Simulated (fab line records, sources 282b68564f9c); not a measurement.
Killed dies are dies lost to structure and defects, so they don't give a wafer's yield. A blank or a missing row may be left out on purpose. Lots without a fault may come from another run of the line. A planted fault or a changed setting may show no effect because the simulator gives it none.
fab line records | flow rit_cmos
record lots=6 wafers=18 last_day=7
route steps=202 shown ACTIVE@2 FOX1@20 FOX2@23 M1@202
lots that met no fault: from a run of the same line without faults
start_h: hours from the record's first day to the start of the lot's first wafer shown | wait_h: hours since the lot's step before | " the same as in the row above | L1.1+2: a row that stands for several wafers | - no value, or no start given | * or withheld: withheld | < > ~ a bound
route shown NAME@n: a module of which the file shows steps, and the number in the route of the first | usual: mean/standard deviation of fault-free wafers | same: alike in all rows | chamber/n: place in a boat | sites: the reading at each site | _std_site: their standard deviation | _edge_site: outer sites' mean less inner sites' | radius_mm: how far each site lies from the wafer's centre | mask NAME#n: copy n | behind: the tool/chamber that last shaped the wafer | hold: why the lot was held/for how many hours/how that ended | device: the transistor (n, p or np) that didn't switch | end of line: the same wafers' tests at the end of the route | a step without rows: its recipe alone | killed: dies lost to structure and defects at the first sort, not the wafer's yield | map: a wafer's dies, x killed, . not, _ none there
set.NAME: the setting as run; set.NAME@STEP: as run at that earlier step | model.NAME: the simulator's own value behind a step, which no gauge read
lots at some steps of the route; a table a step, a row a wafer
services: from which hour (start_h, from the record's first day; less than 0 if before it) a tool's chamber was out of use, for how many hours, and why
## steps
# step RIT_ACTIVE_OXIDATION_01
# recipe temp_c=1000 ambient=O2 target_thk_a=468 ox_time_s=3360
# step RIT_ACTIVE_THK_MEAS_02
# recipe reads=SiO2_of_ACTIVE_OXIDATION_01
# usual ACTIVE_OXIDE_THK=46.1/1
# columns lot.wafer tool chamber start_h wait_h ACTIVE_OXIDE_THK[nm]
L615.3 film_metro-04 - 43.26 0.0 45.1
L615.4 " - " " 45.6
L615.5 " - " " 44.5
L618.1 film_metro-02 - 58.58 0.0 45.1
L618.2 " - " " 45.3
L618.4 " - " " 44.5
L621.2 film_metro-02 - 74.87 0.0 46.6
L621.4 " - " " 48.2
L621.6 " - " " 47.1
L623.1 film_metro-02 - 84.25 0.0 43.9
L623.2 " - " " 44.5
L623.5 " - " " 44.4
L626.1 film_metro-01 - 101.84 0.0 46.0
L626.4 " - " " 45.3
L626.6 " - " " 46.5
L628.1 film_metro-02 - 107.47 0.0 46.2
L628.3 " - " " 46.3
L628.6 " - " " 46.0
# step RIT_ACTIVE_CVD_03
# recipe material=Si3N4 target_thk_nm=150 temp_c=810 precursor=SiH2Cl2/NH3 time_s=1537 pressure_mtorr=300 sih2cl2_flow_sccm=60 nh3_flow_sccm=150
# step RIT_ACTIVE_THK_MEAS_04
# recipe reads=Si3N4_of_ACTIVE_CVD_03
# usual ACTIVE_NITRIDE_THK=153.9/1.5
# columns lot.wafer tool chamber start_h wait_h ACTIVE_NITRIDE_THK[nm]
L615.3 film_metro-01 - 45.45 0.0 151.1
L615.4 " - " " 151.6
L615.5 " - " " 150.7
L618.1 film_metro-02 - 60.77 0.0 157.2
L618.2 " - " " 155.7
L618.4 " - " " 154.4
L621.2 film_metro-01 - 76.35 0.0 154.6
L621.4 " - " " 154.8
L621.6 " - " " 153.8
L623.1 film_metro-02 - 85.72 0.0 154.5
L623.2 " - " " 154.2
L623.5 " - " " 154.8
L626.1 film_metro-02 - 103.31 0.0 152.6
L626.4 " - " " 152.3
L626.6 " - " " 153.0
L628.1 film_metro-01 - 108.95 0.0 153.7
L628.3 " - " " 154.4
L628.6 " - " " 154.5
# step RIT_ACTIVE_HMDS_05
# recipe prime_time_s=60 prime_temp_c=140
# step RIT_ACTIVE_COAT_06
# recipe resist=NOVOLAK spin_rpm=3250 resist_thk_nm=991.5
# step RIT_ACTIVE_SOFTBAKE_07
# recipe resist=NOVOLAK temp_c=90 time_s=60
# step RIT_ACTIVE_EXPOSE_08
# recipe mask_id=M1 na=0.6 source_shape=conventional sigma_outer=0.6 target_cd_nm=1400 dose_mj=225
# step RIT_ACTIVE_PEB_09
# recipe resist=NOVOLAK temp_c=withheld time_s=withheld
# step RIT_ACTIVE_DEVELOP_10
# recipe resist=NOVOLAK develop_time_s=50 dev_temp_c=23
# step RIT_ACTIVE_CD_MEAS_11
# recipe target_cd_nm=1400
# usual cd_nm=1400.3/2.6
# columns lot.wafer tool chamber start_h wait_h cd_nm
L615.3 cd_sem-02 - 46.50 - 1402.5
L615.4 " - " " 1399.4
L615.5 " - " " 1403.1
L618.1 cd_sem-02 - 61.68 - 1392.5
L618.2 " - " " 1392.4
L618.4 " - " " 1395.1
L621.2 cd_sem-02 - 77.27 - 1402.7
L621.4 " - " " 1404.0
L621.6 " - " " 1403.5
L623.1 cd_sem-02 - 86.76 - 1404.1
L623.2 " - " " 1402.8
L623.5 " - " " 1401.7
L626.1 cd_sem-02 - 104.35 - 1402.2
L626.4 " - " " 1401.5
L626.6 " - " " 1401.6
L628.1 cd_sem-02 - 110.10 - 1399.5
L628.3 " - " " 1398.0
L628.6 " - " " 1397.7
# step RIT_ACTIVE_HARDBAKE_12
# recipe resist=NOVOLAK temp_c=140 time_s=60
# step RIT_ACTIVE_ETCH_13
# recipe stop_on=SiO2 chemistry=SF6 target=Si3N4 time_s=210 over_etch_frac=0.4 SF6_flow_sccm=200 pressure_mtorr=260 rf_w=125 target_depth_a=2100
# usual drypump_motor_current_A=5.7/0.43 oes_product_au=0.832/0.014 run_length_s=238.3/0.4 throttle_valve_pct=7.49/0.15
# columns lot.wafer tool chamber start_h wait_h drypump_motor_current_A oes_product_au rf_hours_counter_h run_length_s throttle_valve_pct model.NOVOLAK_of_ACTIVE_COAT_06.thk_nm model.SiO2_of_ACTIVE_OXIDATION_01.thk_nm model.ACTIVE.feature_depth_nm
L615.3 rie_diel-01 0 46.73 0.1 6.1 0.838 92 238.2 7.71 656.9 45.07 151.1
L615.4 " 1 " " 6.2 0.825 30 238.3 7.63 656.1 45.54 151.6
L615.5 " 0 " " 6.1 0.832 - 238.6 7.72 654.1 44.55 150.6
L618.1 rie_diel-04 0 61.95 0.1 5.7 0.834 12 237.6 7.33 663.9 45.09 157.1
L618.2 " 3 " " 5.5 0.828 4 238.2 7.36 662.7 45.24 155.6
L618.4 " 2 " " 5.3 0.849 124 238.4 7.59 663.2 44.51 154.5
L621.2 rie_diel-04 0 77.52 0.1 5.7 0.724 13 300.6 7.32 598.4 29.39 171.8
L621.4 " 2 " " 5.3 0.740 125 301.2 7.59 595.3 29.73 173.2
L621.6 " 0 " " 5.7 0.713 - 300.8 7.31 591.6 29.71 171.2
L623.1 rie_diel-04 3 87.03 0.1 5.5 0.717 5 301.2 7.36 590.6 25.81 172.6
L623.2 " 1 " " 6.2 0.708 129 300.9 7.51 589 23.48 175.2
L623.5 " 3 " " 5.5 0.718 - 300.8 7.34 589.3 26.26 172.9
L626.1 rie_diel-02 1 104.62 0.1 6.5 0.835 21 237.8 7.37 653.7 46.01 152.7
L626.4 " 0 " " 5.6 0.827 111 238.6 7.64 652.8 45.36 152.4
L626.6 " 1 " " 6.5 0.842 - 237.6 7.37 654.6 46.46 153.2
L628.1 rie_diel-02 2 110.37 0.1 6.0 0.849 101 238.6 7.69 650.2 45.77 154
L628.3 " 1 " " 6.5 0.840 21 238.0 7.36 650 46.24 154.5
L628.6 " 3 " " 5.8 0.853 - 237.7 7.34 647.3 46.07 154.4
# step RIT_ACTIVE_STRIP_14
# recipe chemistry=O2 time_s=180 resist=NOVOLAK platen_temp_c=withheld power_w=500 pressure_mtorr=4000 o2_flow_sccm=4000
# usual drypump_motor_current_A=6.2/0.51
# columns lot.wafer tool chamber start_h wait_h drypump_motor_current_A rf_hours_counter_h
L615.3 plasma_asher-01 1 46.92 0.1 5.7 -
L615.4 " 0 " " 6.7 -
L615.5 " 1 " " 5.8 -
L618.1 plasma_asher-03 0 62.08 0.1 5.9 41
L618.2 " 1 " " 5.4 41
L618.4 " 0 " " 5.8 -
L621.2 plasma_asher-03 1 77.65 0.1 5.4 42
L621.4 " 0 " " 5.9 -
L621.6 " 1 " " 5.5 -
L623.1 plasma_asher-02 0 87.16 0.1 6.5 44
L623.2 " 1 " " 6.8 44
L623.5 " 1 " " 6.8 -
L626.1 plasma_asher-03 1 104.75 0.1 5.5 45
L626.4 " 0 " " 5.9 -
L626.6 " 1 " " 5.5 -
L628.1 plasma_asher-01 1 110.51 0.1 5.8 31
L628.3 " 1 " " 5.8 -
L628.6 " 1 " " 5.8 -
# step RIT_ACTIVE_CD_MEAS_90
# recipe target_cd_nm=1400
# usual cd_nm=1400.4/2.6
# columns lot.wafer tool chamber start_h wait_h cd_nm
L615.3 cd_sem-02 - 47.08 0.1 1402.0
L615.4 " - " " 1399.6
L615.5 " - " " 1403.0
L618.1 cd_sem-02 - 62.26 0.1 1392.6
L618.2 " - " " 1392.9
L618.4 " - " " 1395.1
L621.2 cd_sem-02 - 77.85 0.1 1402.0
L621.4 " - " " 1403.8
L621.6 " - " " 1403.2
L623.1 cd_sem-02 - 87.34 0.1 1404.3
L623.2 " - " " 1402.3
L623.5 " - " " 1401.5
L626.1 cd_sem-02 - 104.93 0.1 1402.6
L626.4 " - " " 1401.3
L626.6 " - " " 1401.7
L628.1 cd_sem-02 - 110.68 0.1 1399.4
L628.3 " - " " 1398.4
L628.6 " - " " 1397.8
# step RIT_ACTIVE_CLEAN_15
# recipe chemistry=SC1 mix=3:3:50 time_s=600 temp_c=75
# step RIT_ACTIVE_CLEAN_16
# recipe chemistry=dHF dilution=50:1 time_s=30
# step RIT_ACTIVE_CLEAN_17
# recipe chemistry=SC2 mix=3:3:50 time_s=600 temp_c=75 dry=n2_spin
# step RIT_FOX1_OXIDATION_00
# recipe temp_c=1100 ambient=H2O target_thk_a=3507 p_h2o_torr=720 ox_time_s=1130
# step RIT_FOX1_THK_MEAS_01
# recipe reads=SiO2_of_FOX1_OXIDATION_00
# usual FOX1_OXIDE_THK=349/5.9
# columns lot.wafer tool chamber start_h wait_h FOX1_OXIDE_THK[nm]
L615.3 film_metro-03 - 50.31 0.0 347
L615.4 " - " " 352
L615.5 " - " " 359
L618.1 film_metro-04 - 64.73 0.0 353
L618.2 " - " " 348
L618.4 " - " " 349
L621.2 film_metro-02 - 82.44 0.0 350
L621.4 " - " " 349
L621.6 " - " " 350
L623.1 film_metro-03 - 92.32 0.0 350
L623.2 " - " " 353
L623.5 " - " " 356
L626.1 film_metro-03 - 113.00 0.0 347
L626.4 " - " " 343
L626.6 " - " " 352
L628.1 film_metro-02 - 113.00 0.0 350
L628.3 " - " " 346
L628.6 " - " " 353
# step RIT_FOX1_WET_ETCH_02
# recipe chemistry=BOE target_depth_nm=350 time_s=390 temp_c=21.5 dry=n2_spin dilution=10:1 target=SiO2
# step RIT_FOX2_OXIDATION_00
# recipe temp_c=1100 ambient=H2O target_thk_a=3507 p_h2o_torr=720 ox_time_s=1130
# step RIT_FOX2_THK_MEAS_01
# recipe reads=SiO2_of_FOX2_OXIDATION_00
# usual FOX2_OXIDE_THK=348/7.7
# columns lot.wafer tool chamber start_h wait_h FOX2_OXIDE_THK[nm]
L615.3 film_metro-01 - 54.64 0.0 364
L615.4 " - " " 364
L615.5 " - " " 356
L618.1 film_metro-01 - 66.37 0.0 343
L618.2 " - " " 341
L618.4 " - " " 346
L621.2 film_metro-03 - 85.57 0.0 339
L621.4 " - " " 344
L621.6 " - " " 338
L623.1 film_metro-02 - 98.59 0.0 350
L623.2 " - " " 348
L623.5 " - " " 352
L626.1 film_metro-02 - 119.31 0.0 349
L626.4 " - " " 347
L626.6 " - " " 347
L628.1 film_metro-03 - 119.31 0.0 347
L628.3 " - " " 341
L628.6 " - " " 342
# step RIT_FOX2_CLEAN_02
# recipe chemistry=dHF dilution=50:1 time_s=180
# step RIT_FOX2_WET_ETCH_03
# recipe chemistry=H3PO4 target=Si3N4 target_depth_nm=195 temp_c=165 time_s=2700
# usual run_length_s=2729/3.9
# columns lot.wafer tool chamber start_h wait_h run_length_s model.SiO2_of_ACTIVE_OXIDATION_01.thk_nm
L615.3 wet_bench-01 3 54.75 0.0 2725 40.11
L615.4 " 3 " " 2725 40.53
L615.5 " 3 " " 2725 39.64
L618.1 wet_bench-04 3 66.49 0.0 2725 39.91
L618.2 " 3 " " 2725 40.05
L618.4 " 3 " " 2725 39.38
L621.2 wet_bench-01 0 85.68 0.0 2734 26.15
L621.4 " 0 " " 2734 26.45
L621.6 " 0 " " 2734 26.43
L623.1 wet_bench-04 1 98.71 0.0 2732 22.97
L623.2 " 1 " " 2732 20.92
L623.5 " 1 " " 2732 23.38
L626.1 wet_bench-04 2 119.43 0.0 2732 40.74
L626.4 " 2 " " 2732 40.18
L626.6 " 2 " " 2732 41.13
L628.1 wet_bench-04 2 119.43 0.0 2731 40.68
L628.3 " 2 " " 2731 41.1
L628.6 " 2 " " 2731 40.94
# step RIT_FOX2_THK_MEAS_90
# recipe reads=SiO2_of_FOX2_OXIDATION_00
# usual FIELD_OXIDE_LEFT_1_THK=321/7.7
# columns lot.wafer tool chamber start_h wait_h FIELD_OXIDE_LEFT_1_THK[nm]
L615.3 film_metro-03 - 55.52 0.0 337
L615.4 " - " " 337
L615.5 " - " " 329
L618.1 film_metro-02 - 67.24 0.0 315
L618.2 " - " " 313
L618.4 " - " " 318
L621.2 film_metro-03 - 86.52 0.0 312
L621.4 " - " " 318
L621.6 " - " " 311
L623.1 film_metro-02 - 99.54 0.0 323
L623.2 " - " " 322
L623.5 " - " " 325
L626.1 film_metro-03 - 120.26 0.0 322
L626.4 " - " " 319
L626.6 " - " " 319
L628.1 film_metro-01 - 120.26 0.0 319
L628.3 " - " " 313
L628.6 " - " " 315
# step RIT_M1_PROBE_99
# usual killed_at_contacts=0.1/0.28 killed_at_front_end=7.1/2.8 killed_dies=7.1/2.9 killed_open=3.4/2 killed_short=3.6/2.1
# same gross_dies=264 killed_at_M0_to_M3=0 killed_at_M4_up=0 killed_at_back_side=0 killed_at_other=0
# columns lot.wafer tool chamber start_h wait_h killed_at_contacts killed_at_front_end killed_dies killed_open killed_short
L621.2 prober-02 - 141.69 0.1 0 5 5 4 1
L621.4 prober-02 - 141.79 0.2 2 9 11 4 7
L621.6 prober-02 - 141.89 0.2 0 4 4 1 3
L626.1 prober-02 - 168.10 0.1 0 3 3 1 2
L626.4 prober-02 - 168.25 0.2 0 10 10 5 5
L626.6 prober-02 - 168.35 0.2 0 9 9 3 6
# killed by level:class
L621.2 FOX1:geometric_particle:open=4 GATE:geometric_particle:short=1
L621.4 FOX1:geometric_particle:short=3 SPACER:geometric_particle:open=2 FOX1:geometric_particle:open=1 GATE:geometric_particle:short=1 REOX:geometric_particle:short=1 SPACER:geometric_particle:short=1 CONTACT:geometric_particle:open=1 CONTACT:geometric_particle:short=1
L621.6 FOX1:geometric_particle:short=3 REOX:geometric_particle:open=1
L626.1 FOX2:geometric_particle:short=2 FOX2:geometric_particle:open=1
L626.4 GATE:geometric_particle:open=4 GATE:geometric_particle:short=2 FOX1:geometric_particle:short=1 REOX:geometric_particle:open=1 SPACER:geometric_particle:short=1 SILICIDE:geometric_particle:short=1
L626.6 GATE:geometric_particle:short=3 GATE:geometric_particle:open=2 FOX1:geometric_particle:short=1 FOX2:geometric_particle:short=1 REOX:geometric_particle:open=1 REOX:geometric_particle:short=1
## services
# columns tool chamber start_h hours kind
rie_diel-01 1 31.07 10.5 repair
rie_diel-02 0 61.71 13.8 repair
plasma_asher-03 - 67.92 1.6 repair
rie_diel-01 2 72.70 12.5 repair
rie_diel-01 1 72.79 3.0 repair
rie_diel-04 - 91.95 0.8 repair
plasma_asher-03 - 108.75 9.0 pm
plasma_asher-03 0 108.75 9.0 vent_cycle
plasma_asher-03 1 108.75 9.0 vent_cycle
plasma_asher-03 0 117.75 - clean
plasma_asher-03 1 117.75 - clean
rie_diel-02 2 118.60 12.6 repair
## key
first_sign step=RIT_ACTIVE_ETCH_13 reading=run_length_s direction=up sigmas=99+ usual=* struck=*
effect step=RIT_ACTIVE_ETCH_13 reading=oes_product_au direction=down sigmas=8.1 usual=0.832 struck=0.720
model_effect step=RIT_ACTIVE_ETCH_13 value=NOVOLAK_of_ACTIVE_COAT_06.thk_nm without=658.1 struck=592.4
model_effect step=RIT_FOX2_WET_ETCH_03 value=SiO2_of_ACTIVE_OXIDATION_01.thk_nm without=40.68 struck=24.38
met_at RIT_ACTIVE_ETCH_13
struck_wafers L621.2,L621.4,L621.6,L623.1,L623.2,L623.5
tester_left_out L621,L623
onset_between 61.95 77.52
fault kind=process_parameter_drift tool=rie_diel-04 chamber=- onset_h=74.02 steps=RIT_ACTIVE_ETCH_13 channel=time_s offset=* shape=step end_h=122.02 acts_in=* stated=*
# tester_left_out: of these lots the tester's yield and bins aren't shown, on N5 and GAA mostly nor the transistor test; their killed dies are dies lost to structure and defects alone, not to doping, threshold or leakage, so they don't give the yield
